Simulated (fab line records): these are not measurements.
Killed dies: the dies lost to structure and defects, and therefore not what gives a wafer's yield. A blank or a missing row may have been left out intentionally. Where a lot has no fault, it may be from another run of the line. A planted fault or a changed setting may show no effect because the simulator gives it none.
Check of tool commonality    flow berkeleyCmos170    Sampled: 13 lots, 39 wafers

## WHY THIS WAS OPENED
Flagged at UCB170_GATE_CD_MEAS_12: reading cdNm, on 1 of 13 lots. Wafers without a fault read 349.9 nm, standard deviation 1.4.
Rule: a lot gets a flag if all its wafers with a number sit over 4 standard deviations from that mean, or if no wafer of it has a number. The rest of the lots are taken to be sound.

lot   measured      on        cdNm (nm), wafer by wafer  flag
L891  day 7 09:22   cdSem-02  348.9 349.4 348.7          
L890  day 7 09:36   cdSem-02  350.7 350.4 349.3          
L892  day 8 03:38   cdSem-01  350.5 350.7 350.1          
L899  day 8 17:42   cdSem-02  279.5 278.7 280.0          FLAGGED
L896  day 8 18:10   cdSem-02  347.2 347.5 347.4          
L901  day 10 01:15  cdSem-01  350.3 350.7 349.4          
L905  day 10 15:10  cdSem-01  348.6 351.1 350.4          
L906  day 10 15:17  cdSem-02  351.5 351.3 350.3          
L907  day 11 05:45  cdSem-01  350.3 349.8 348.3          
L908  day 11 06:01  cdSem-02  350.0 349.4 349.4          
L909  day 11 08:44  cdSem-02  349.3 350.6 350.1          
L910  day 11 08:56  cdSem-02  349.5 348.7 349.7          
L911  day 12 08:13  cdSem-02  351.5 349.8 350.8          
Average over the flagged lots: 279.4 nm; offset from the usual -70.5 nm, equal to -50 standard deviations.

## WHICH TOOL EACH LOT WENT THROUGH
The record keeps 1 process step preceding the reading, out of 331 steps on the route. Every cell lists first the tool, next ch and the chambers used by the sampled wafers, and last the start.
lot   flag     UCB170_GATE_EXPOSE_09
L891           krfScanner-01 ch 0, day 7 08:36
L890           krfScanner-02 ch 0, day 7 08:57
L892           krfScanner-01 ch 0, day 8 03:05
L899  FLAGGED  krfScanner-01 ch 0, day 8 17:06
L896           krfScanner-02 ch 0, day 8 17:33
L901           krfScanner-01 ch 0, day 10 00:27
L905           krfScanner-02 ch 0, day 10 14:33
L906           krfScanner-01 ch 0, day 10 14:48
L907           krfScanner-02 ch 0, day 11 05:21
L908           krfScanner-01 ch 0, day 11 05:37
L909           krfScanner-01 ch 0, day 11 08:21
L910           krfScanner-01 ch 0, day 11 08:28
L911           krfScanner-02 ch 0, day 12 07:49
What is done by these steps:
- UCB170_GATE_EXPOSE_09: exposes mask POLY, target cd 350 nm.
- UCB170_GATE_CD_MEAS_12: target cd 350 nm.

## FLAGGED OVER TOTAL, TOOL BY TOOL (the gauges that took the reading come last)
step                    tool           lots run  flagged  share of the flagged lots  sound lots run after its first flagged lot
UCB170_GATE_EXPOSE_09   krfScanner-01  8         1        all                        5 (L901,L906,L908,L909,L910)
UCB170_GATE_EXPOSE_09   krfScanner-02  5         0        none                       -
UCB170_GATE_CD_MEAS_12  cdSem-01       4         0        none                       -
UCB170_GATE_CD_MEAS_12  cdSem-02       9         1        all                        6 (L896,L906,L908,L909,L910,L911)

## WHAT THE TABLE PERMITS
Every flagged lot went through 2 rows of the table: krfScanner-01 at UCB170_GATE_EXPOSE_09 and cdSem-02 at UCB170_GATE_CD_MEAS_12.
- krfScanner-01 at UCB170_GATE_EXPOSE_09: 1 of its 8 lots flagged. Sound lots followed the first flagged one (L901, L906, L908, L909, L910) on it, something a lasting fault affecting the whole tool could not allow.
- cdSem-02 at UCB170_GATE_CD_MEAS_12: 1 of its 9 lots flagged. Sound lots followed the first flagged one (L896, L906, L908, L909, L910, L911) on it, something a lasting fault affecting the whole tool could not allow.
None of the table's rows ran every flagged lot and, after the first, no sound lot.

## WHAT WAS PUT IN BY THE SIMULATOR
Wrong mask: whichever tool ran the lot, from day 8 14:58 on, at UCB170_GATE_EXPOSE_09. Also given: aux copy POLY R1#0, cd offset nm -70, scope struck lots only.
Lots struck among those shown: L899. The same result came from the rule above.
